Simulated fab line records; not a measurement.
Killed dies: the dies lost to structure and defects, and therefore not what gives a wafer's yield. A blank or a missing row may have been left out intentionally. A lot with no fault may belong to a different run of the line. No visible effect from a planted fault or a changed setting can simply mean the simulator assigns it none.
Problem report in the 8D (eight disciplines) form, filled by code :: flow rit-cmos :: the parts of the form that need people (team, actions taken, sign-off) are left out

1. PROBLEM STATEMENT
Wafers free of any fault read 424.4 ohm/sq (standard deviation 1.1) for PWELL_RS at RIT_WELLDRIVE_RS_MEAS_02, against a mean of 437.0 ohm/sq on 6 wafers of 2 lots. That puts it +11 standard deviations away from the usual mean.
The step: measures by four-point-probe.
The first sign was on wafer L722.1 at day 5 13:54, on film-metro-01. At this step, 42 wafers from 14 lots have a number in the record. Rule for "out", or "out of limits": more than 4 standard deviations from the usual mean. The other wafers with a number count as sound.

2. WHAT IT IS; WHAT IT IS NOT
question: which readings at this step
is: PWELL_RS
is not: -

question: which lots
is: L722, L723
is not: L708, L710, L711, L712, L714, L716, L718, L719, L720, L725, L727, L728

question: which wafers of those lots
is: all that have a number
is not: -

question: read on which gauges
is: film-metro-01
is not: film-metro-03, film-metro-04

question: when
is: from day 5 13:54
is not: up to then (27 sound wafers); but 9 sound wafers of L725, L727, L728 came after

3. WHAT RULES OUT EACH SUSPECT
Counting: any tool at a process step up to the reading is kept as a suspect provided that every lot that is out went through it and no sound lot did after the first of them.
- ruled out: the gauge at RIT_WELLDRIVE_RS_MEAS_02. All the wafers that are out were read on film-metro-01, but those of them that RIT_PWELL_IMPLANT_08 has rows for are out there too, on other tools.
- implanter-02 at RIT_PWELL_IMPLANT_08: kept. It ran every lot that is out, first L722 (day 5 08:19), and no sound lot after that; its last sound lot up to then is L720 (day 4 20:25). Its own readings are out on those wafers: beam-energy-keV.
Left after counting: implanter-02 at RIT_PWELL_IMPLANT_08.

4. THE CAUSE (what the simulator had put in)
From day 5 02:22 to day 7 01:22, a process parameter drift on implanter-02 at RIT_PWELL_IMPLANT_08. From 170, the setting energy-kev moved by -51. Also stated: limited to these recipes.
This tool alone remained once counting was done.

5. THE CHAIN OF EFFECTS, in route order
Each row: a reading where the mean over the struck wafers with a number is more than 3 standard deviations away from the usual. Only readings whose record carries a usual standard deviation are examined. hours: median over the lots of the time between each lot's start at the first step of this table that gives one and its start at this step. sigmas: the change, counted in usual standard deviations.
hours: 0
step: RIT_PWELL_IMPLANT_08
reading: beam-energy-keV
usual: 170.00
on struck wafers: 118.98
change: -51.02
sigmas: -99 or more

hours: 6
step: RIT_WELLDRIVE_RS_MEAS_02
reading: PWELL_RS
usual: 424.4 ohm/sq
on struck wafers: 437.0
change: +12.6
sigmas: +11
It contains these process steps:
- RIT_PWELL_IMPLANT_08

6. HOW IT WOULD HAVE BEEN CAUGHT EARLIER
The first out-of-limits reading at a measuring or inspecting step in this record came at day 5 13:54, 12 hours after the fault's start at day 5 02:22.
At RIT_PWELL_IMPLANT_08, the tool's own readings (beam-energy-keV) were out on each struck wafer the step has a row for, so an alarm limit on them would have fired on the first such wafer.
Lots out: 2; all had begun RIT_PWELL_IMPLANT_08 on implanter-02 by day 5 13:54. None of them would have been spared by holding the tool at that moment.
